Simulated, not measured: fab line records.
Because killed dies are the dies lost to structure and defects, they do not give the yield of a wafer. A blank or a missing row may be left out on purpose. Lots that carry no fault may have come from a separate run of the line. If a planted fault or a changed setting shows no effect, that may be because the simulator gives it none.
Lot-split experiment    flow berkeley-cmos170    5 lots, 13 wafers read, on a route of 331 steps

== THE SPLIT ==
At UCB170_M3_COAT_10 (resist thk 900 nm), the setting spin-rpm was moved away from the recipe's 1500 rpm on 6 of the 13 wafers read, by -6.6% to +6.6%. All remaining wafers had this setting at the recipe value.

The split's own step is where the reading is taken.

== THE READING ==
KrF_of_M3_COAT_10.thk-nm (the simulator's own value, which no gauge read), in nm, at UCB170_M3_COAT_10 (resist thk 900 nm). The file gives no usual value for it. Here, 7 wafers ran the recipe; their average is 898.2 nm with a standard deviation of 1.1 nm.

wafer   tool, chamber at the split  spin-rpm as run, rpm  against the recipe  KrF_of_M3_COAT_10.thk-nm, nm  against lot-mates on the recipe
L074.4  litho-track-02, 0           1500                  recipe              899.8                         -
L074.5  litho-track-02, 0           1412                  -5.9%               928.1                         +28.3
L074.6  litho-track-02, 0           1412                  -5.9%               927.6                         +27.8
L077.2  litho-track-02, 0           1500                  recipe              897.9                         -
L077.5  litho-track-02, 0           1599                  +6.6%               871.8                         -26.1
L080.3  litho-track-02, 0           1470                  -2.0%               910.1                         +11.3
L080.6  litho-track-02, 0           1500                  recipe              898.8                         -
L081.2  litho-track-02, 0           1500                  recipe              898.9                         -
L081.5  litho-track-02, 0           1401                  -6.6%               932.5                         +33.6
L081.6  litho-track-02, 0           1401                  -6.6%               930.6                         +31.7
L082.2  litho-track-04, 0           1500                  recipe              897.6                         -
L082.4  litho-track-04, 0           1500                  recipe              898.6                         -
L082.5  litho-track-04, 0           1500                  recipe              896.1                         -

FIT RESULTS
A straight line over all 13 wafers: KrF_of_M3_COAT_10.thk-nm changes by -4.72 nm for each +1% of spin-rpm; r = -1.00; the points scatter about the line by 1.8 nm.
The same after taking each lot's own level away (the mean of its wafers on the recipe; 13 wafers): -4.59 nm for each +1%; r = -1.00; scatter 1.6 nm.
On that fit, the largest move of spin-rpm shifts the reading by 30 nm.
Across the lots, their own levels run from 897.43 to 899.80 nm, a range of 2.2 times the standard deviation given above.
Consequently the slope shifts little with the lot-to-lot level, the two slopes agreeing.
Check: -32 nm against its lot-mates is what the line predicts for one of the wafers moved furthest among these (+6.6%) when that wafer is left out of the fit. It came out at -26.1 nm against them.

== THE OTHER SPLITS THESE WAFERS WENT THROUGH ==
These wafers also went through other splits before the reading. Each is held against what the fit with the lots' levels taken away leaves over:
other split on the same wafers          wafers away from the commonest value  r with KrF_of_M3_COAT_10.thk-nm (lot level and that fit taken away)
UCB170_CONTACT_COAT_10 resist-thk-nm    4                                     +0.23
UCB170_CONTACT_SOFTBAKE_11 time-s       4                                     -0.27
UCB170_M1_SPUTTER_00 power-w            4                                     +0.16
UCB170_V1_COAT_07 resist-thk-nm         4                                     +0.03
UCB170_V1_PEB_10 peb-temp-c             4                                     -0.30
UCB170_M2_METAL_ETCH_18 over-etch-frac  1                                     +0.63
UCB170_M3_SPUTTER_01 time-s             0                                     -

== FILE'S OWN FIT ==
KrF_of_M3_COAT_10.thk-nm changes by -4.63 nm for each +1% of spin-rpm, r = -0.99.
